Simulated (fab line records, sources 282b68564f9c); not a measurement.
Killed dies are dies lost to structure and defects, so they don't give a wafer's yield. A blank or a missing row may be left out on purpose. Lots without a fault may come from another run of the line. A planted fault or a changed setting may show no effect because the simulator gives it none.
fab line records | flow rit_cmos
record lots=5 wafers=15 last_day=7
route steps=202 shown SILICIDE@167 CONTACT@168 M1@202
lots that met no fault: from a run of the same line without faults
start_h: hours from the record's first day to the start of the lot's first wafer shown | wait_h: hours since the lot's step before | " the same as in the row above | L1.1+2: a row that stands for several wafers | - no value, or no start given | * or withheld: withheld | < > ~ a bound
route shown NAME@n: a module of which the file shows steps, and the number in the route of the first | usual: mean/standard deviation of fault-free wafers | same: alike in all rows | chamber/n: place in a boat | sites: the reading at each site | _std_site: their standard deviation | _edge_site: outer sites' mean less inner sites' | radius_mm: how far each site lies from the wafer's centre | mask NAME#n: copy n | behind: the tool/chamber that last shaped the wafer | hold: why the lot was held/for how many hours/how that ended | device: the transistor (n, p or np) that didn't switch | end of line: the same wafers' tests at the end of the route | a step without rows: its recipe alone | killed: dies lost to structure and defects at the first sort, not the wafer's yield | map: a wafer's dies, x killed, . not, _ none there
set.NAME: the setting as run; set.NAME@STEP: as run at that earlier step | model.NAME: the simulator's own value behind a step, which no gauge read
lots at some steps of the route; a table a step, a row a wafer
services: from which hour (start_h, from the record's first day; less than 0 if before it) a tool's chamber was out of use, for how many hours, and why
## steps
# step RIT_SILICIDE_RTA_06
# recipe temp_c=750 time_s=10 idle_temp_c=25 ramp_up_s=5 ramp_down_s=10 cool_to_c=25 ambient=N2
# usual wafer_temp_C_max=754.0/1.2
# columns lot.wafer tool chamber start_h wait_h wafer_temp_C_max
L206.1 rtp_anneal-02 0 63.54 0.0 752.6
L206.3 " 0 " " 752.6
L206.5 " 0 " " 753.5
L214.2 rtp_anneal-02 0 106.47 0.0 752.8
L214.3 " 0 " " 753.9
L214.4 " 0 " " 753.8
L215.1 rtp_anneal-01 0 108.90 0.0 754.0
L215.5 " 0 " " 754.5
L215.6 " 0 " " 753.8
L216.4 rtp_anneal-02 0 116.01 0.0 752.4
L216.5 " 0 " " 754.1
L216.6 " 0 " " 753.7
L225.2 rtp_anneal-01 0 158.66 0.0 755.2
L225.5 " 0 " " 755.8
L225.6 " 0 " " 754.0
# step RIT_CONTACT_CVD_00
# recipe material=SiO2 target_thk_nm=400 precursor=TEOS temp_c=390 time_s=61 rf_w=400
# usual heater_power_w=318/64 rf_fwd_power_W=396.1/1.7
# columns lot.wafer tool chamber start_h wait_h heater_power_w rf_fwd_power_W
L206.1 pecvd-02 1 63.61 0.1 363 396.0
L206.3 " 2 " " 297 393.9
L206.5 " 0 " " 254 398.4
L214.2 pecvd-01 1 106.52 0.0 325 394.5
L214.3 " 2 " " 374 393.6
L214.4 " 2 " " 375 394.6
L215.1 pecvd-02 1 108.96 0.1 383 397.1
L215.5 " 0 " " 253 397.2
L215.6 " 1 " " 287 397.0
L216.4 pecvd-03 0 116.07 0.0 330 393.8
L216.5 " 1 " " 293 396.4
L216.6 " 2 " " 370 395.9
L225.2 pecvd-03 1 158.71 0.0 261 394.9
L225.5 " 1 " " 274 396.1
L225.6 " 2 " " 428 397.4
# step RIT_CONTACT_THK_MEAS_01
# recipe reads=SiO2_of_CONTACT_CVD_00
# usual CONTACT_TEOS_THK=399/5.3
# columns lot.wafer tool chamber start_h wait_h CONTACT_TEOS_THK[nm]
L206.1 film_metro-04 - 63.66 0.0 399
L206.3 " - " " 403
L206.5 " - " " 409
L214.2 film_metro-04 - 106.59 0.0 401
L214.3 " - " " 399
L214.4 " - " " 408
L215.1 film_metro-02 - 109.01 0.0 390
L215.5 " - " " 400
L215.6 " - " " 398
L216.4 film_metro-01 - 116.13 0.0 397
L216.5 " - " " 405
L216.6 " - " " 401
L225.2 film_metro-01 - 158.77 0.0 398
L225.5 " - " " 407
L225.6 " - " " 404
# step RIT_CONTACT_HMDS_02
# recipe prime_time_s=60 prime_temp_c=140
# step RIT_CONTACT_COAT_03
# recipe resist=NOVOLAK spin_rpm=3250 resist_thk_nm=1000
# step RIT_CONTACT_SOFTBAKE_04
# recipe resist=NOVOLAK temp_c=90 time_s=62.18
# usual plate_sensor_t_centre_C=90.970/0.01 plate_sensor_t_edge_C=91.021/0.0093
# columns lot.wafer tool chamber start_h wait_h plate_sensor_t_centre_C plate_sensor_t_edge_C
L206.1 litho_track-04 0 64.02 0.1 90.957 91.002
L206.3 " 0 " " 90.962 91.026
L206.5 " 0 " " 90.982 91.012
L214.2 litho_track-04 0 107.00 0.1 90.956 91.015
L214.3 " 0 " " 90.962 91.025
L214.4 " 0 " " 90.960 91.018
L215.1 litho_track-04 0 109.37 0.1 90.970 91.026
L215.5 " 0 " " 90.970 91.028
L215.6 " 0 " " 90.988 91.042
L216.4 litho_track-04 0 116.53 0.1 90.970 91.034
L216.5 " 0 " " 90.966 91.036
L216.6 " 0 " " 90.951 91.029
L225.2 litho_track-04 0 159.15 0.1 90.970 91.009
L225.5 " 0 " " 90.997 91.035
L225.6 " 0 " " 90.984 91.034
# step RIT_CONTACT_EXPOSE_05
# recipe mask_id=M11 na=0.6 source_shape=conventional sigma_outer=0.5 target_cd_nm=1000 dose_mj=250
# step RIT_CONTACT_PEB_06
# recipe resist=NOVOLAK temp_c=withheld time_s=withheld
# step RIT_CONTACT_DEVELOP_07
# recipe resist=NOVOLAK develop_time_s=120 dev_temp_c=23
# step RIT_CONTACT_CD_MEAS_08
# recipe target_cd_nm=1000
# usual cd_nm=1000.1/2
# columns lot.wafer tool chamber start_h wait_h cd_nm
L206.1 cd_sem-01 - 64.81 - 1004.5
L206.3 " - " " 1002.5
L206.5 " - " " 1003.7
L214.2 cd_sem-02 - 107.66 - 1000.8
L214.3 " - " " 999.5
L214.4 " - " " 999.3
L215.1 cd_sem-02 - 110.04 - 1003.6
L215.5 " - " " 1002.2
L215.6 " - " " 1002.3
L216.4 cd_sem-02 - 117.31 - 1001.7
L216.5 " - " " 1000.2
L216.6 " - " " 998.7
L225.2 cd_sem-01 - 159.81 - 996.6
L225.5 " - " " 997.1
L225.6 " - " " 996.9
# step RIT_CONTACT_OVL_MEAS_09
# usual CONTACT_OVL=0.4/1.2
# columns lot.wafer tool chamber start_h wait_h CONTACT_OVL[nm]
L206.1 overlay-01 - 64.93 0.1 -0.9
L206.3 " - " " -1.3
L206.5 " - " " -1.2
L214.2 overlay-02 - 107.76 0.1 1.9
L214.3 " - " " 1.8
L214.4 " - " " 2.5
L215.1 overlay-01 - 110.16 0.1 1.1
L215.5 " - " " 2.4
L215.6 " - " " 2.3
L216.4 overlay-01 - 117.39 0.1 2.8
L216.5 " - " " 1.5
L216.6 " - " " 1.7
L225.2 overlay-02 - 159.92 0.1 -1.3
L225.5 " - " " -2.1
L225.6 " - " " -0.5
# step RIT_CONTACT_HARDBAKE_10
# recipe resist=NOVOLAK temp_c=140 time_s=60
# step RIT_CONTACT_ETCH_11
# recipe target_depth_a=4800 over_etch_frac=0.2 stop_on=TiSi2 chemistry=CHF3/CF4/Ar target=SiO2 CHF3_flow_sccm=50 cf4_flow_sccm=10 Ar_flow_sccm=100 O2_flow_sccm=5 pressure_mtorr=100 rf_w=200 time_s=320
# usual chamber_pressure_mTorr=100.01/0.097 drypump_motor_current_A=5.6/0.49 oes_product_au=0.986/0.015 over_etch_frac=0.2/0 rf_fwd_power_W=199.5/0.57 throttle_valve_pct=8.88/0.13
# columns lot.wafer tool chamber start_h wait_h chamber_pressure_mTorr drypump_motor_current_A oes_product_au over_etch_frac rf_fwd_power_W rf_hours_counter_h throttle_valve_pct model.NOVOLAK_of_CONTACT_COAT_03.thk_nm
L206.1 rie_diel-03 0 65.11 0.1 100.07 5.9 0.963 0.2 198.6 70 8.86 764.4
L206.3 " 2 " " 99.87 6.1 0.974 0.2 200.0 165 8.53 762.6
L206.5 " 2 " " 100.12 6.2 0.973 0.2 200.1 - 8.52 764.4
L214.2 rie_diel-04 1 107.94 0.1 100.09 5.9 1.016 0.2 199.5 48 9.06 765.1
L214.3 " 2 " " 100.00 6.2 0.978 0.2 199.4 24 8.92 767.6
L214.4 " 3 " " 99.92 6.0 0.990 0.2 199.6 50 8.85 766
L215.1 rie_diel-03 1 110.35 0.1 99.98 5.1 0.964 0.2 199.0 160 9.03 769.7
L215.5 " 0 " " 100.16 5.9 0.964 0.2 200.0 - 8.84 769.9
L215.6 " 3 " " 100.14 4.8 0.994 0.30477 199.8 - 8.99 758.5
L216.4 rie_diel-04 0 117.56 0.1 99.94 5.8 0.983 0.2 199.9 116 8.90 773.9
L216.5 " 0 " " 99.97 5.7 0.981 0.2 199.4 - 8.91 772.4
L216.6 " 1 " " 99.99 5.9 1.010 0.2 199.6 - 9.06 768.7
L225.2 rie_diel-01 2 160.10 0.1 99.89 6.1 0.983 0.2 198.7 144 8.91 760.2
L225.5 " 1 " " 100.01 5.2 0.999 0.2 200.0 - 8.89 764.2
L225.6 " 2 " " 100.13 6.1 0.989 0.2 200.1 - 8.92 763.2
# step RIT_CONTACT_STRIP_12
# recipe chemistry=O2 time_s=180 resist=NOVOLAK platen_temp_c=withheld power_w=500 pressure_mtorr=4000 o2_flow_sccm=4000
# usual chamber_pressure_mTorr=4000/3.7 drypump_motor_current_A=5.8/0.45
# columns lot.wafer tool chamber start_h wait_h chamber_pressure_mTorr drypump_motor_current_A rf_hours_counter_h
L206.1 plasma_asher-01 0 65.31 0.1 4002 5.7 41
L206.3 " 1 " " 4003 5.6 -
L206.5 " 1 " " 4004 5.6 -
L214.2 plasma_asher-02 1 108.14 0.1 4002 6.6 33
L214.3 " 1 " " 4007 6.6 -
L214.4 " 0 " " 3999 5.6 -
L215.1 plasma_asher-02 0 110.54 0.1 3994 5.6 34
L215.5 " 0 " " 4000 5.6 -
L215.6 " 1 " " 4001 6.6 -
L216.4 plasma_asher-01 0 117.81 0.2 4000 5.7 -
L216.5 " 0 " " 3996 5.7 -
L216.6 " 1 " " 4007 5.6 -
L225.2 plasma_asher-02 0 160.29 0.1 3994 5.6 39
L225.5 " 1 " " 4003 6.6 -
L225.6 " 0 " " 4002 5.6 -
# step RIT_M1_PROBE_99
# usual killed_at_front_end=6.9/2.9 killed_dies=7.0/2.9 killed_open=3.4/2.1 killed_short=3.5/1.8
# same gross_dies=264 killed_at_M0_to_M3=0 killed_at_M4_up=0 killed_at_back_side=0 killed_at_contacts=0 killed_at_other=0
# columns lot.wafer tool chamber start_h wait_h killed_at_front_end killed_dies killed_open killed_short model.etest.nmos_0p15.junction_log10_a_um model.etest.nmos_narrow.off_log10_a_um model.etest.nmos_0p3.off_log10_a_um model.etest.gate_end_array.leak_log10_a_um model.etest.pmos_0p15.junction_log10_a_um model.etest.antenna_contact.vt_shift_v
L215.5 prober-02 - 115.41 0.2 3 3 1 2 -13.29 -12.97 -13.13 -12.98 -13.94 -0.01437
L215.6 prober-02 - 115.46 0.2 1 1 0 1 -13.05 -12.94 -12.78 -12.65 -13.66 -0.01469
L216.4 prober-01 - 122.68 0.2 5 5 3 2 -13.42 -13.23 -12.98 -12.84 -13.79 -0.01763
L216.5 prober-01 - 122.73 0.2 9 9 2 7 -13.56 -13.19 -12.94 -12.8 -13.81 -0.0103
L216.6 prober-01 - 122.78 0.2 8 8 2 6 -13.4 -13.23 -12.94 -12.71 -13.87 -0.009311
L225.2 prober-02 - 165.00 0.1 4 4 2 2 -13.53 -13.2 -13.02 -12.87 -13.93 -0.01237
L225.5 prober-02 - 165.15 0.2 9 9 5 4 -13.41 -13.42 -13.29 -13.15 -13.71 -0.005486
L225.6 prober-02 - 165.20 0.2 8 8 3 5 -13.67 -13.27 -13.18 -13.08 -13.77 -0.01319
# killed by level:class
L215.5 REOX:geometric_particle:short=1 SPACER:geometric_particle:short=1 SILICIDE:geometric_particle:open=1
L215.6 REOX:geometric_particle:short=1
L216.4 FOX2:geometric_particle:short=2 FOX1:geometric_particle:open=1 FOX2:geometric_particle:open=1 GATE:geometric_particle:open=1
L216.5 SPACER:geometric_particle:short=3 FOX1:geometric_particle:short=2 GATE:geometric_particle:short=1 REOX:geometric_particle:short=1 SPACER:geometric_particle:open=1 SILICIDE:geometric_particle:open=1
L216.6 GATE:geometric_particle:short=2 GATE:geometric_particle:open=2 SILICIDE:geometric_particle:short=2 FOX2:geometric_particle:short=1 REOX:geometric_particle:short=1
L225.2 SPACER:geometric_particle:short=2 FOX2:geometric_particle:open=1 SPACER:geometric_particle:open=1
L225.5 GATE:geometric_particle:open=4 GATE:geometric_particle:short=2 FOX1:geometric_particle:short=1 REOX:geometric_particle:short=1 SPACER:geometric_particle:open=1
L225.6 REOX:geometric_particle:short=3 GATE:geometric_particle:open=2 FOX2:geometric_particle:short=1 REOX:geometric_particle:open=1 SILICIDE:geometric_particle:short=1
## services
# columns tool chamber start_h hours kind
rie_diel-01 0 42.94 3.8 repair
rie_diel-04 3 43.41 5.9 repair
pecvd-01 - 45.28 9.0 repair
pecvd-02 - 56.10 5.5 pm
pecvd-01 - 58.40 2.8 pm
rie_diel-04 1 58.61 5.6 repair
rie_diel-03 1 63.76 17.4 repair
pecvd-02 - 74.59 2.8 pm
pecvd-01 1 76.13 6.5 repair
rie_diel-03 2 81.13 - clean
rie_diel-03 2 81.13 - consumable_replace:esc
rie_diel-03 2 81.13 30.9 scheduled_down
rie_diel-03 2 81.13 30.9 vent_cycle
pecvd-01 0 90.10 3.4 repair
pecvd-01 - 103.49 0.5 repair
plasma_asher-01 - 108.75 9.0 pm
plasma_asher-01 0 108.75 9.0 vent_cycle
plasma_asher-01 1 108.75 9.0 vent_cycle
pecvd-02 - 109.90 0.8 pm
rie_diel-03 1 112.02 - clean
rie_diel-03 1 112.02 26.6 scheduled_down
rie_diel-03 1 112.02 26.6 vent_cycle
plasma_asher-01 0 117.75 - clean
pecvd-01 - 129.91 0.5 repair
## key
first_sign step=RIT_CONTACT_ETCH_11 reading=over_etch_frac direction=up sigmas=99+ usual=0.2 struck=0.30477
effect none on later readings
model_effect step=RIT_CONTACT_ETCH_11 value=NOVOLAK_of_CONTACT_COAT_03.thk_nm without=768.6 struck=758.5
model_effect step=RIT_M1_PROBE_99 value=etest.nmos_0p15.junction_log10_a_um without=-13.49 struck=-13.05
met_at RIT_CONTACT_ETCH_11
struck_wafers L215.6
tester_left_out L215
fault kind=process_parameter_drift tool=rie_diel-03 chamber=3 onset_h=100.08 steps=RIT_CONTACT_ETCH_11 channel=over_etch_frac offset=0.10477 shape=step end_h=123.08 acts_in=these_recipes_only stated=0.2
# tester_left_out: of these lots the tester's yield and bins aren't shown, on N5 and GAA mostly nor the transistor test; their killed dies are dies lost to structure and defects alone, not to doping, threshold or leakage, so they don't give the yield
